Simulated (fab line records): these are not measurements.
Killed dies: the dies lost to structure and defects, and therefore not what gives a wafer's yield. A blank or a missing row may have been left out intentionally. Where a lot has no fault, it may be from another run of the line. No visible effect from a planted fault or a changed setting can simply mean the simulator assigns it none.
A lot that was struck, set against a sound lot + flow berkeley_cmos170 + 23 out of 331 route steps
Sound: the wafers L917.1, L917.3, L917.4. Wafers struck: L925.1, L925.2, L925.4. Last of all comes the cause.
Order at every step that has rows: each side's tool, ch and its chambers, its first start. Under that, the readings that differ: sound wafers + struck wafers + difference of the means + sigmas: that difference in standard deviations of wafers without a fault.
alike: same words and numbers on both sides, and readings whose means sit less than 2 such deviations apart. not compared: any withheld reading, any reading some wafer has no value for, any bound like >300 that may hide the same value, and any number with overlapping values for which the record gives no deviation.
Wherever a step has rows on one side only, a row that says differs or no value, or a row with sigmas, the two part there. Numbers that have no deviation but don't overlap get no sigmas and don't part them. A reading missing from all wafers of one side parts the sides only when that side holds two or more wafers.

first, 6 steps without rows for these wafers: UCB170_ZERO_HMDS_00 (prime time 60 s); UCB170_ZERO_COAT_01 (resist thk 900 nm); UCB170_ZERO_SOFTBAKE_02 (time 60 s); UCB170_ZERO_EXPOSE_03 (exposes mask PM MARKS, target cd 4000 nm); UCB170_ZERO_PEB_04; UCB170_ZERO_DEVELOP_05 (develop time 45 s).
UCB170_ZERO_ETCH_06: etches SiO2 in CHF3/CF4/Ar, time 12 s.
  sound on rie_diel-02 ch 0,1,2, day 3 03:48; struck on rie_diel-03 ch 0,2,3, day 4 14:56
  alike: drypump_motor_current_A, oes_product_au, throttle_valve_pct
  not compared: rf_hours_counter_h
UCB170_ZERO_STRIP_07: strips in O2.
  sound on plasma_asher-03 ch 0,1, day 3 03:50; struck on plasma_asher-03 ch 0,1, day 4 14:58
  alike: drypump_motor_current_A, oes_product_au, strip_time_to_endpoint_s
  not compared: rf_hours_counter_h
then, 2 steps without rows for these wafers: UCB170_NWELL_WET_ETCH_00 (etches SiO2 in dHF, time 200 s); UCB170_NWELL_OXIDATION_01 (target thk 26.4 nm, ox time 1260 s).
UCB170_NWELL_THK_MEAS_02:
  sound on film_metro-01, day 3 09:02; struck on film_metro-04, day 4 18:07
  alike: NWELL_OXIDE_THK
then, 1 step without rows for these wafers: UCB170_NWELL_ANNEAL_03 (time 900 s).
UCB170_NWELL_CVD_04: deposits Si3N4 from SiH2Cl2/NH3, target thk 224 nm, time 3360 s.
  sound on lpcvd-02 ch 0, day 3 15:08; struck on lpcvd-02 ch 1, day 4 23:48
| reading                                 | sound             | struck            | difference | sigmas |
|-----------------------------------------|-------------------|-------------------|------------|--------|
| spike_tc_centre_C (C)                   | 803.4 803.7 804.3 | 810.5 811.1 811.3 | +7.2       | +6     |
| spike_tc_load_C (C)                     | 825.8 826.6 825.8 | 836.0 836.9 835.4 | +10.0      | +5     |
| spike_tc_source_C (C)                   | 823.7 824.0 823.4 | 832.1 833.1 832.1 | +8.7       | +8     |
| susceptor_temp_C (C)                    | 799.9 800.0 800.6 | 809.1 808.8 808.7 | +8.7       | +28    |
| model.Si3N4_of_NWELL_CVD_04.thk_nm (nm) | 222.3 222 222.8   | 263.6 262.7 263.4 | +40.9      |        |
  alike: sih2cl2_flow_sccm
UCB170_NWELL_THK_MEAS_05:
  sound on film_metro-04, day 3 17:04; struck on film_metro-01, day 5 01:48
| reading                | sound             | struck            | difference | sigmas |
|------------------------|-------------------|-------------------|------------|--------|
| NWELL_NITRIDE_THK (nm) | 222.4 222.0 222.5 | 263.4 262.7 263.2 | +40.8      | +16    |
then, 6 steps without rows for these wafers: UCB170_NWELL_HMDS_06 (prime time 60 s); UCB170_NWELL_COAT_07 (resist thk 900 nm); UCB170_NWELL_SOFTBAKE_08 (time 60 s); UCB170_NWELL_EXPOSE_09 (exposes mask NWELL, target cd 3000 nm); UCB170_NWELL_PEB_10; UCB170_NWELL_DEVELOP_11 (develop time 45 s).
UCB170_NWELL_OVL_MEAS_12:
  sound on overlay-02, day 3 17:58; struck on overlay-01, day 5 03:14
  alike: NWELL_OVL
UCB170_NWELL_ETCH_13: etches Si3N4 in CH3F/Ar/O2, stops on SiO2, target depth 246.4 nm, time 154 s.
  sound on rie_diel-01 ch 1,2,3, day 3 18:00; struck on rie_diel-04 ch 0,1, day 5 03:16
| reading                  | sound             | struck            | difference | sigmas |
|--------------------------|-------------------|-------------------|------------|--------|
| oes_product_au (a.u.)    | 0.949 0.935 0.941 | 0.999 1.001 0.992 | +0.056     | +5     |
| model.etch.depth_nm (nm) | 222.3 222 222.8   | 245.4 247.1 247.4 | +24.3      |        |
  alike: drypump_motor_current_A, throttle_valve_pct
  not compared: rf_hours_counter_h
then, 1 step without rows for these wafers: UCB170_NWELL_IMPLANT_14.

## WHERE THEY PART
First at UCB170_NWELL_CVD_04; last, within this record, at UCB170_NWELL_ETCH_13.

WHY: the cause the simulator had injected
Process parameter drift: lpcvd-02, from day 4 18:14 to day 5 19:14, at UCB170_NWELL_CVD_04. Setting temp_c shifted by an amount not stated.
